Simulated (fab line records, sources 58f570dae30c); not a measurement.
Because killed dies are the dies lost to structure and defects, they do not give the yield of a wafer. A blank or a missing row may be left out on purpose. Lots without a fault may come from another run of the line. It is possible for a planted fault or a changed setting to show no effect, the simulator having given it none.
A struck lot beside a sound one / flow berkeley cmos170 / 15 steps out of a route of 331
Sound: wafers L531.4, L531.5, L531.6. Struck: wafers L532.2, L532.4, L532.6. At the end, the cause is stated.
For every step that has rows: the tool of each side, followed by ch and its chambers, followed by its first start. Under that, the readings that differ: sound wafers / struck wafers / difference of the means / sigmas: that difference in standard deviations of wafers without a fault.
alike: words and numbers the same on both sides, and readings whose means are apart by under 2 such deviations; not compared: readings that were withheld, readings missing a value for some wafer, numbers with overlapping values and no deviation given by the record, and bounds like >300 which may hide the same value.
Wherever a step has rows on one side only, a row that says differs or no value, or a row with sigmas, the two part there. Numbers that don't overlap but have no deviation are shown without sigmas and don't part them. A reading missing from all wafers of one side parts the sides only when that side holds two or more wafers.

UCB170_NVT_TW_MEAS_09:
  struck on film metro-03, day 5 20:35; sound on film metro-03, day 5 11:11
  alike: NVT_TW
then, 7 steps without rows for these wafers: UCB170_NVT_CLEAN_10 (cleans in SPM, time 600 s); UCB170_PVT_HMDS_00 (prime time 60 s); UCB170_PVT_COAT_01 (resist thk 900 nm); UCB170_PVT_SOFTBAKE_02 (time 60 s); UCB170_PVT_EXPOSE_03 (exposes mask NWELL, target cd 3000 nm); UCB170_PVT_PEB_04; UCB170_PVT_DEVELOP_05 (develop time 45 s).
UCB170_PVT_OVL_MEAS_06:
  struck on overlay-02, day 5 21:48; sound on overlay-01, day 5 12:41
reading=PVT_OVL (nm); sound=-11 -6 -11; struck=5 4 7; difference=+15; sigmas=+3
then, 1 step without rows for these wafers: UCB170_PVT_IMPLANT_07.
UCB170_PVT_STRIP_08: strips in O2.
  sound on plasma asher-01 ch 0,1, day 5 12:53; struck on plasma asher-01 ch 1, day 5 21:59
  alike: drypump motor current A, oes product au, strip time to endpoint s
  not compared: rf hours counter h
UCB170_PVT_TW_MEAS_09:
  struck on film metro-01, day 5 22:05; sound on film metro-01, day 5 12:59
  alike: PVT_TW
UCB170_GATE_WET_ETCH_00: etches SiO2 in dHF, time 200 s.
  sound on wet bench-04 ch 0, day 5 13:01; struck on wet bench-04 ch 2, day 5 22:10
  no value came back on the struck wafers for bath heat duty pct (%), run length s (s); on the sound wafers bath heat duty pct (%) reads 6.9 8.7 7.0
reading=model.SiO2_of_SCREENOX_OXIDATION_01.thk nm (nm); sound=0 0 0; struck=14.35 14.19 14.15; difference=+14.23; sigmas=
UCB170_FIELD_THK_MEAS_91:
  struck on film metro-02, day 5 22:14; sound on film metro-04, day 5 13:06
reading=FIELD_OXIDE_LEFT_2_THK (nm); sound=356 354 353; struck=386 384 385; difference=+31; sigmas=+3
then, 1 step without rows for these wafers: UCB170_GATE_OXIDATION_01 (target thk 6.6 nm, ox time 1800 s).

WHERE THEY PART
Earliest at UCB170_PVT_OVL_MEAS_06; latest, in this record, at UCB170_FIELD_THK_MEAS_91.

WHY: what the simulator had put in
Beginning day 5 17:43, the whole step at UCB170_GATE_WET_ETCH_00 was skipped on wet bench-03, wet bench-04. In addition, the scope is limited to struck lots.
